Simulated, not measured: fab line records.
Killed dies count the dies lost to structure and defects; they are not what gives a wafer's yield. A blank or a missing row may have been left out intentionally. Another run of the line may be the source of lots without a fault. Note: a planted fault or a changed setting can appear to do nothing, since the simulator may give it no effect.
Which tool did it? | flow rit-cmos | 39 wafers from 13 lots sampled at 4 of the route's 202 steps

WHAT THE GAUGES READ, wafer by wafer
RIT_GATE_OVL_MEAS_17. Usual: GATE_OVL gives -0.9 nm (standard deviation 1.4).
lot  | measured    | on         | GATE_OVL (nm)  | flag
L776 | day 3 10:58 | overlay-02 | 0.0 -0.7 0.1   |
L777 | day 3 22:39 | overlay-02 | 1.5 0.5 1.5    |
L778 | day 4 03:32 | overlay-01 | -1.0 -2.0 -1.0 |
L779 | day 4 14:39 | overlay-02 | 0.3 -0.7 -0.3  |
L780 | day 4 14:47 | overlay-01 | 0.3 1.8 0.7    |
L784 | day 4 21:35 | overlay-02 | 1.4 2.2 1.0    |
L783 | day 4 21:49 | overlay-02 | -1.5 -1.8 -2.0 |
L790 | day 6 09:28 | overlay-02 | -1.7 -1.1 -2.0 |
L793 | day 6 18:25 | overlay-02 | -2.3 -1.3 -2.3 |
L794 | day 6 21:37 | overlay-02 | -1.5 -1.1 -1.1 |
L796 | day 7 02:24 | overlay-02 | -1.7 -3.0 -4.0 |
L797 | day 7 11:02 | overlay-02 | -0.7 -1.5 0.6  |
L798 | day 7 12:55 | overlay-02 | -2.0 -2.1 -1.1 |

RIT_SILICIDE_RS_MEAS_02: a four-point-probe measurement. Usual: SILICIDE_TI_RS gives 47.8 ohm/sq (standard deviation 0.93).
lot  | measured    | on            | SILICIDE_TI_RS (ohm/sq) | flag
L776 | day 4 03:23 | film-metro-04 | 48.1 47.6 46.3          |
L777 | day 4 21:25 | film-metro-04 | 49.4 48.0 47.2          |
L778 | day 4 21:30 | film-metro-03 | 49.4 48.4 48.3          |
L779 | day 5 05:05 | film-metro-04 | 47.1 48.0 46.0          |
L780 | day 5 18:44 | film-metro-04 | 48.9 49.6 47.7          |
L784 | day 5 18:58 | film-metro-04 | 46.8 48.1 47.4          |
L783 | day 5 18:58 | film-metro-01 | 47.4 46.6 48.5          |
L790 | day 6 23:31 | film-metro-04 | 48.3 48.1 48.3          |
L793 | day 7 07:54 | film-metro-01 | 49.1 56.3 57.2          | OFF
L794 | day 7 12:16 | film-metro-04 | 48.1 46.2 47.0          |
L796 | day 7 17:50 | film-metro-04 | 47.9 46.8 47.0          |
L797 | day 8 00:08 | film-metro-04 | 48.0 47.6 47.7          |
L798 | day 8 02:38 | film-metro-04 | 46.2 46.0 47.2          |

WHAT TOOL EACH LOT RAN ON (gives the tool, then ch and the chambers of the sampled wafers, and finally the start)
lot  | RIT_NLDD_STRIP_09                   | RIT_SILICIDE_SPUTTER_01
L776 | plasma-asher-04 ch 0,1, day 3 18:53 | pvd-sputter-01, day 4 03:13
L777 | plasma-asher-01 ch 0,1, day 4 12:59 | pvd-sputter-02, day 4 21:12
L778 | plasma-asher-04 ch 0,1, day 4 13:07 | pvd-sputter-01, day 4 21:19
L779 | plasma-asher-02 ch 1, day 4 19:43   | pvd-sputter-02, day 5 04:56
L780 | plasma-asher-02 ch 0,1, day 4 22:44 | pvd-sputter-04, day 5 18:31
L784 | plasma-asher-02 ch 0,1, day 5 04:26 | pvd-sputter-01, day 5 18:49
L783 | plasma-asher-04 ch 0,1, day 5 04:21 | pvd-sputter-02, day 5 18:49
L790 | plasma-asher-04 ch 0,1, day 6 14:56 | pvd-sputter-01, day 6 23:19
L793 | plasma-asher-01 ch 0,1, day 6 23:21 | pvd-sputter-04, day 7 07:43
L794 | plasma-asher-01 ch 0,1, day 7 03:38 | pvd-sputter-01, day 7 12:04
L796 | plasma-asher-01 ch 0, day 7 08:02   | pvd-sputter-02, day 7 17:41
L797 | plasma-asher-02 ch 0,1, day 7 15:58 | pvd-sputter-01, day 7 23:56
L798 | plasma-asher-01 ch 0,1, day 7 18:17 | pvd-sputter-02, day 8 02:29
- RIT_NLDD_STRIP_09: strips in O2, time 180 s.
- RIT_SILICIDE_SPUTTER_01: material Ti, target thk 30 nm, time 240 s.

AS READ BY THE TOOLS THEMSELVES (means over the sampled wafers that have a number; for cases with no such wafer, the mark the record gives instead)
RIT_NLDD_STRIP_09. Usual: drypump-motor-current-A 5.7 A, standard deviation 0.47; rf-refl-power-W 7.5 W, standard deviation 0.66.
lot  | tool            | drypump-motor-current-A (A) | rf-refl-power-W (W) | flag
L776 | plasma-asher-04 | 5.6                         | 7.9                 |
L777 | plasma-asher-01 | 5.6                         | 7.6                 |
L778 | plasma-asher-04 | 5.6                         | 7.8                 |
L779 | plasma-asher-02 | 6.5                         | 7.9                 |
L780 | plasma-asher-02 | 5.8                         | 8.1                 |
L784 | plasma-asher-02 | 5.8                         | 8.0                 |
L783 | plasma-asher-04 | 5.5                         | 7.3                 |
L790 | plasma-asher-04 | 5.6                         | 7.8                 |
L793 | plasma-asher-01 | 5.7                         | 7.4                 |
L794 | plasma-asher-01 | 5.3                         | 7.0                 |
L796 | plasma-asher-01 | 6.0                         | 7.8                 |
L797 | plasma-asher-02 | 6.2                         | 7.8                 |
L798 | plasma-asher-01 | 5.7                         | 7.4                 |

RIT_SILICIDE_SPUTTER_01. Usual: chamber-pressure-pa 0.6670 Pa, standard deviation 0.0014; throttle-valve-pct 29.9 %, standard deviation 1.4.
lot  | tool           | chamber-pressure-pa (Pa) | throttle-valve-pct (%) | flag
L776 | pvd-sputter-01 | 0.6683                   | 29.7                   |
L777 | pvd-sputter-02 | 0.6680                   | 30.8                   |
L778 | pvd-sputter-01 | 0.6668                   | 28.9                   |
L779 | pvd-sputter-02 | 0.6671                   | 30.7                   |
L780 | pvd-sputter-04 | 0.6673                   | 29.6                   |
L784 | pvd-sputter-01 | 0.6679                   | 29.3                   |
L783 | pvd-sputter-02 | 0.6662                   | 30.9                   |
L790 | pvd-sputter-01 | 0.6667                   | 28.7                   |
L793 | pvd-sputter-04 | 0.7036                   | 28.2                   | OFF
L794 | pvd-sputter-01 | 0.6665                   | 30.8                   |
L796 | pvd-sputter-02 | 0.6664                   | 31.3                   |
L797 | pvd-sputter-01 | 0.6680                   | 28.2                   |
L798 | pvd-sputter-02 | 0.6652                   | 30.8                   |

THE ANSWER, worked out from the rows above alone
Rule: lot off if the mean of its wafers having a number is beyond 3 standard deviations from the usual mean. Also off: a lot with no number at a reading for which 4 or more lots have one. Any other lot the step has rows for is counted as sound. After the gauges, taken in route order, come the tools' own readings; for these a lot's mean is taken, as printed above. The first step at which some lot is off is used, and at that step the reading that is off furthest; a lot without a number counts as furthest.
Off: at RIT_SILICIDE_RS_MEAS_02 (SILICIDE_TI_RS), L793.
A tool fits if, at a process step before that reading, it ran every lot that is off, and no sound lot after the first of them. The gauges at RIT_SILICIDE_RS_MEAS_02 aren't tried: what is off there is off at RIT_SILICIDE_SPUTTER_01 too, on other tools, and a gauge's error can't cause that. One candidate fits, namely pvd-sputter-04 at RIT_SILICIDE_SPUTTER_01. A fault onset in the window from L780 (day 5 18:31, its last sound lot) to L793 (day 7 07:43, its first lot off) fits.
On the lots that are off, the tool's own readings at RIT_SILICIDE_SPUTTER_01 differ by more than 5 times the standard deviation of the sound lots' means, which bears it out; chamber-pressure-pa reads 0.7036 Pa there versus 0.6670 Pa on the sound lots.

WHAT THE SIMULATOR HAD INSERTED
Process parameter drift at RIT_SILICIDE_SPUTTER_01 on pvd-sputter-04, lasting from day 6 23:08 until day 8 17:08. From 0.667, the setting chamber-pressure-pa moved by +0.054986. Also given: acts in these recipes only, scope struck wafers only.
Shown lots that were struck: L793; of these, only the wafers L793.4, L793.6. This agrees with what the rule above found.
